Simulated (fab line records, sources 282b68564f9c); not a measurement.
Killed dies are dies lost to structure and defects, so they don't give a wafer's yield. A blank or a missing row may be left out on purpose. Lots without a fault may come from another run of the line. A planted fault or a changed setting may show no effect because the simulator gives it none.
Split-lot experiment | flow rit_cmos | 5 lots, 23 wafers read, on a route of 202 steps

THE SPLIT
At RIT_NSD_IMPLANT_08, the setting energy_kev was moved away from the recipe's 25 on 4 of the 23 wafers read, by +2.7% to +4.7%. The other wafers ran this setting at the recipe's value.

The reading is taken at the split's own step.

THE READING
implant.drp_nm (the simulator's own value, which no gauge read), in nm, at RIT_NSD_IMPLANT_08. The file gives no usual value for it.

wafer  | tool, chamber at the split | energy_kev as run | against the recipe | implant.drp_nm, nm | against lot-mates on the recipe
L074.2 | implanter-03, 0            | 25                | recipe             | 14.84              | -
L074.3 | implanter-03, 0            | 25                | recipe             | 14.84              | -
L074.4 | implanter-03, 0            | 25                | recipe             | 14.84              | -
L074.5 | implanter-03, 0            | 25                | recipe             | 14.84              | -
L074.6 | implanter-03, 0            | 25                | recipe             | 14.84              | -
L075.1 | implanter-01, 0            | 25                | recipe             | 14.84              | -
L075.2 | implanter-01, 0            | 25                | recipe             | 14.84              | -
L075.4 | implanter-01, 0            | 25                | recipe             | 14.84              | -
L075.3 | implanter-01, 0            | 26.17             | +4.7%              | 15.25              | +0.41
L075.6 | implanter-01, 0            | 26.17             | +4.7%              | 15.25              | +0.41
L081.1 | implanter-01, 0            | 25                | recipe             | 14.84              | -
L081.2 | implanter-01, 0            | 25                | recipe             | 14.84              | -
L081.6 | implanter-01, 0            | 25                | recipe             | 14.84              | -
L082.1 | implanter-03, 0            | 25                | recipe             | 14.84              | -
L082.4 | implanter-03, 0            | 25                | recipe             | 14.84              | -
L082.6 | implanter-03, 0            | 25                | recipe             | 14.84              | -
L082.2 | implanter-03, 0            | 25.67             | +2.7%              | 15.08              | +0.24
L082.3 | implanter-03, 0            | 25.67             | +2.7%              | 15.08              | +0.24
L084.1 | implanter-03, 0            | 25                | recipe             | 14.84              | -
L084.2 | implanter-03, 0            | 25                | recipe             | 14.84              | -
L084.4 | implanter-03, 0            | 25                | recipe             | 14.84              | -
L084.5 | implanter-03, 0            | 25                | recipe             | 14.84              | -
L084.6 | implanter-03, 0            | 25                | recipe             | 14.84              | -

THE FIT
A straight line over all 23 wafers: implant.drp_nm changes by +0.088 nm for each +1% of energy_kev; r = +1.00; the points scatter about the line by 0.0014 nm.
The same after taking each lot's own level away (the mean of its wafers on the recipe; 23 wafers): +0.088 nm for each +1%; r = +1.00; scatter 0.0014 nm.
On that fit, the largest move of energy_kev shifts the reading by 0.41 nm.
The lots' own levels span 14.840 to 14.840 nm.
So the lot-to-lot level changes the slope little: the two slopes agree.
Check: with one of the wafers moved furthest among these (+4.7%) left out of the fit, the line predicts +0.414 nm for it against its lot-mates. It came out at +0.41 nm against them.

OTHER SPLITS ON THESE WAFERS
These wafers also went through other splits before the reading. Each is held against what the fit with the lots' levels taken away leaves over:
other split on the same wafers  | wafers away from the commonest value | r with implant.drp_nm (lot level and that fit taken away)
RIT_REOX_OXIDATION_03 ox_time_s | 15                                   | -0.21
RIT_NLDD_HARDBAKE_07 temp_c     | 9                                    | +0.05
RIT_NLDD_IMPLANT_08 energy_kev  | 5                                    | -0.23
RIT_PLDD_IMPLANT_08 tilt_deg    | 6                                    | -0.09
RIT_SPACER_ETCHBACK_05 time_s   | 7                                    | -0.17

THE WHOLE CHAIN: every reading that the file lists as answering this split, in the file's order
step               | what it does | reading                                                         | change (the file's fit)                | r (the file's)
RIT_NSD_IMPLANT_08 |              | implant.rp_nm (the simulator's own value, which no gauge read)  | +0.219 nm for each +1% of the setting  | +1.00
RIT_NSD_IMPLANT_08 |              | implant.drp_nm (the simulator's own value, which no gauge read) | +0.0888 nm for each +1% of the setting | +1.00

THE FILE'S OWN FIT
implant.drp_nm changes by +0.0888 nm for each +1% of energy_kev, r = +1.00.
